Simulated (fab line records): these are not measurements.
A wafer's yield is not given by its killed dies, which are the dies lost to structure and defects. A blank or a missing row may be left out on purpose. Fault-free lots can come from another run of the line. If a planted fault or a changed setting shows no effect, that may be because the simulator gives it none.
Which tool was responsible? -- flow berkeleyCmos170 -- 6 lots, 18 wafers sampled, at 2 steps of a route of 331

WHAT THE GAUGES READ, wafer by wafer
UCB170_PWELL_THK_MEAS_06.
lot,measured,on,PWELL_NITRIDE_THK (nm)
L118,day 3 23:34,filmMetro-04,220.2 220.9 221.6
L121,day 3 23:35,filmMetro-02,221.1 221.7 221.3
L123,day 4 14:03,filmMetro-04,221.7 220.5 221.0
L130,day 5 18:07,filmMetro-02,217.5 216.6 215.6
L136,day 7 01:02,filmMetro-04,220.3 219.2 219.8
L138,day 7 14:14,filmMetro-03,217.8 219.6 218.3

EACH LOT AND THE TOOL THAT RAN IT (in order: tool; ch and the chambers of the sampled wafers; start)
lot,UCB170_PWELL_CVD_05
L118,"lpcvd-01 ch 0, day 3 21:37"
L121,"lpcvd-01 ch 1, day 3 21:37"
L123,"lpcvd-02 ch 0, day 4 12:07"
L130,"lpcvd-02 ch 1, day 5 16:11"
L136,"lpcvd-01 ch 0, day 6 23:02"
L138,"lpcvd-02 ch 1, day 7 12:17"
- UCB170_PWELL_CVD_05: deposits Si3N4 from SiH2Cl2/NH3, target thk 220 nm, time 3300 s.

THE ANSWER, worked out from the rows above alone
Rule: what is usual is taken from the lots themselves. Put in order of their means at a reading, lots are off if they are a third of the lots or fewer, leave a main group of 4 or more, and stand apart from it by a gap of 3 or more times the standard deviation of the main group's means; of several such gaps the widest counts. The tables above print the reading to a certain number of digits; a main group whose means all agree to those digits is not used. Also off: a lot with no number at a reading for which 4 or more lots have one. Where the step has rows for the other lots, those lots are counted as sound.
No lot is off on any of the readings shown, so nothing can be concluded from this.

WHAT THE SIMULATOR HAD INSERTED
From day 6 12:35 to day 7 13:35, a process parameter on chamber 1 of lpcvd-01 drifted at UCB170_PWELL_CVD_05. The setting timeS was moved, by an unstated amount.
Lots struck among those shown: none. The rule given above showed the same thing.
